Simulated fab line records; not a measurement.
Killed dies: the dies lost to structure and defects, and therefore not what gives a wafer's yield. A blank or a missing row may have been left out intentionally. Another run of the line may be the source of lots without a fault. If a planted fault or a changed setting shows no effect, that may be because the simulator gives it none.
Split-lot study | flow berkeley_cmos170 | on a route of 331 steps: 5 lots, 23 wafers read

## ABOUT THE SPLIT
At UCB170_ZERO_COAT_01 (resist thk 900 nm), the setting spin_rpm was moved away from the recipe's 1500 rpm on 5 of the 23 wafers read, by +4.6% to +4.7%. The other wafers ran this setting at the recipe's value.

The reading comes from the split's own step.

## THE READING
KrF_of_ZERO_COAT_01.thk_nm (the simulator's own value, which no gauge read), in nm, at UCB170_ZERO_COAT_01 (resist thk 900 nm). There is no usual value for it anywhere in the file. Average 901.8 nm, standard deviation 3.9 nm, over the 18 wafers here run with the recipe.

wafer  | tool, chamber at the split | spin_rpm as run, rpm | against the recipe | KrF_of_ZERO_COAT_01.thk_nm, nm | against lot-mates on the recipe
L077.1 | litho_track-04, 0          | 1500                 | recipe             | 897.5                          | -
L077.2 | litho_track-04, 0          | 1500                 | recipe             | 897.7                          | -
L077.3 | litho_track-04, 0          | 1500                 | recipe             | 898.9                          | -
L077.5 | litho_track-04, 0          | 1500                 | recipe             | 895.1                          | -
L077.6 | litho_track-04, 0          | 1500                 | recipe             | 894.9                          | -
L079.2 | litho_track-03, 0          | 1500                 | recipe             | 901.7                          | -
L079.5 | litho_track-03, 0          | 1500                 | recipe             | 901                            | -
L079.6 | litho_track-03, 0          | 1500                 | recipe             | 902                            | -
L083.2 | litho_track-03, 0          | 1500                 | recipe             | 899.6                          | -
L083.3 | litho_track-03, 0          | 1570                 | +4.7%              | 881.6                          | -19.4
L083.6 | litho_track-03, 0          | 1570                 | +4.7%              | 881.6                          | -19.4
L083.4 | litho_track-03, 0          | 1500                 | recipe             | 902.5                          | -
L083.5 | litho_track-03, 0          | 1570                 | +4.7%              | 881.8                          | -19.2
L084.1 | litho_track-03, 0          | 1500                 | recipe             | 904                            | -
L084.2 | litho_track-03, 0          | 1500                 | recipe             | 901.2                          | -
L084.3 | litho_track-03, 0          | 1569                 | +4.6%              | 887.1                          | -16.1
L084.4 | litho_track-03, 0          | 1569                 | +4.6%              | 882.7                          | -20.5
L084.6 | litho_track-03, 0          | 1500                 | recipe             | 904.4                          | -
L085.1 | litho_track-03, 0          | 1500                 | recipe             | 908.6                          | -
L085.3 | litho_track-03, 0          | 1500                 | recipe             | 905.2                          | -
L085.4 | litho_track-03, 0          | 1500                 | recipe             | 905.1                          | -
L085.5 | litho_track-03, 0          | 1500                 | recipe             | 904.2                          | -
L085.6 | litho_track-03, 0          | 1500                 | recipe             | 908.4                          | -

THE FIT
A straight line over all 23 wafers: KrF_of_ZERO_COAT_01.thk_nm changes by -4.06 nm for each +1% of spin_rpm; r = -0.91; the points scatter about the line by 3.7 nm.
The same after taking each lot's own level away (the mean of its wafers on the recipe; 23 wafers): -4.08 nm for each +1%; r = -0.98; scatter 1.5 nm.
The reading moves by 19 nm for the largest change in spin_rpm, on that fit.
The lots' own levels span 896.82 to 906.30 nm, that is 2.4 times the standard deviation above.
Hence the lot-to-lot level has little effect on the slope; both slopes agree.
Check: for one of the wafers moved furthest among these (+4.7%), held out of the fit, the line's prediction against its lot-mates is -19 nm. It came out at -19.4 nm against them.

## FURTHER SPLITS ON THESE WAFERS
Before the reading, these wafers also passed through other splits. Each is held against what the fit with the lots' levels taken away leaves over:
other split on the same wafers      | wafers away from the commonest value | r with KrF_of_ZERO_COAT_01.thk_nm (lot level and that fit taken away)
UCB170_START_OXIDATION_02 ox_time_s | 10                                   | +0.05

## THE WHOLE CHAIN: every reading that the file lists as answering this split, in the file's order
step                 | what it does      | reading                                                                     | change (the file's fit)              | r (the file's)
UCB170_ZERO_COAT_01  | resist thk 900 nm | KrF_of_ZERO_COAT_01.thk_nm (the simulator's own value, which no gauge read) | -4.07 nm for each +1% of the setting | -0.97
UCB170_ZERO_STRIP_07 | strips in O2      | strip_time_to_endpoint_s                                                    | withheld for each +1% of the setting | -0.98

## FILE'S OWN FIT
KrF_of_ZERO_COAT_01.thk_nm changes by -4.07 nm for each +1% of spin_rpm, r = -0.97.
